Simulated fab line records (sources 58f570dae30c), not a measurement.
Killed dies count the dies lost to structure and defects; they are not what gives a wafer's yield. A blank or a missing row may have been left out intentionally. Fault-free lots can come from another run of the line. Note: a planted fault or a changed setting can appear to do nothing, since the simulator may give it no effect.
Problem report, 8D (eight disciplines) form, completed by code | flow berkeley_cmos170 | the parts of the form that need people (team, actions taken, sign-off) are left out

1. THE ISSUE
On 2 wafers of 1 lot, strip_time_to_endpoint_s at UCB170_ACTIVE_STRIP_16 has a mean of 16.12 s; fault-free wafers read 18.06 s, standard deviation 0.073. Relative to the usual mean, that is a shift of -27 standard deviations.
The step: strips in O2.
The first sign was on wafer L581.1 at day 8 21:27, on plasma_asher-04. Wafers with a number at this step in the record: 39, from 13 lots. By rule, "out" or "out of limits" means more than 4 standard deviations away from the usual mean. The rest of the wafers with a number are treated as sound.

2. WHAT IT IS; WHAT IT IS NOT
question                    | is                       | is not
which readings at this step | strip_time_to_endpoint_s | drypump_motor_current_A, oes_product_au
which lots                  | L581                     | L560, L561, L562, L563, L564, L566, L568, L569, L570, L571, L572, L583
which wafers of those lots  | L581.1, L581.6           | L581.5
read on which tools         | plasma_asher-04          | plasma_asher-01, plasma_asher-02
when                        | from day 8 21:27         | up to then (34 sound wafers); but 3 sound wafers of L583 came after

3. WHAT RULES OUT EACH SUSPECT
Counting: if a tool at a process step up to the reading ran every lot that is out, it stays a suspect. Sound lots after the first of them don't rule it out here, since some wafers of a struck lot are sound.
- rie_diel-01 at UCB170_ACTIVE_ETCH_15 (etches Si3N4 in CH3F/Ar/O2, stops on SiO2, target depth 242 nm, time 151 s): kept. It ran the lot that is out, L581 (day 8 21:21); its last sound lot up to then is L572 (day 7 11:26).
- plasma_asher-04 at UCB170_ACTIVE_STRIP_16 (strips in O2): kept. It ran the lot that is out, L581 (day 8 21:27); its last sound lot up to then is L562 (day 5 06:30). Out on those wafers are its own readings of strip_time_to_endpoint_s.
- At UCB170_ACTIVE_ETCH_15 on rie_diel-01, chamber 0 took the sound wafers of the same lots and chamber 1 took the wafers that are out.
- At UCB170_ACTIVE_STRIP_16 on plasma_asher-04, chamber 0 took the sound wafers of the same lots and chamber 1 took the wafers that are out.
What counting leaves: rie_diel-01 at UCB170_ACTIVE_ETCH_15 and plasma_asher-04 at UCB170_ACTIVE_STRIP_16.

4. THE CAUSE (what the simulator had put in)
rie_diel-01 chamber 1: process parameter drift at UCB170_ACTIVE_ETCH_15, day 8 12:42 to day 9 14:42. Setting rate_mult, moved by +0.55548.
After counting, 2 suspects remain, this tool included.

5. THE CHAIN OF EFFECTS, in route order
Each row: a reading where the mean over the struck wafers with a number is more than 3 standard deviations away from the usual. Only readings for which the record gives a usual standard deviation are gone through. hours: the time from each lot's start at the first step in this table that gives one to its start at this step, as a median over the lots. sigmas: the change in usual standard deviations.
hours | step                   | reading                  | usual   | on struck wafers | change | sigmas
0     | UCB170_ACTIVE_STRIP_16 | strip_time_to_endpoint_s | 18.06 s | 16.12            | -1.94  | -27
Process steps it contains:
- UCB170_ACTIVE_STRIP_16: strips in O2.

6. WHAT WOULD HAVE CAUGHT IT SOONER
First out-of-limits reading in this record: day 8 21:27, which is 9 hours after fault onset at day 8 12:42.
An alarm limit of 4 standard deviations would not have fired on the tool readings at UCB170_ACTIVE_ETCH_15 for which the record gives a usual standard deviation, since none of them was out on any struck wafer.
Lots out: 1; all had begun UCB170_ACTIVE_ETCH_15 on rie_diel-01 by day 8 21:27. A hold on the tool at that time would have spared none of them.
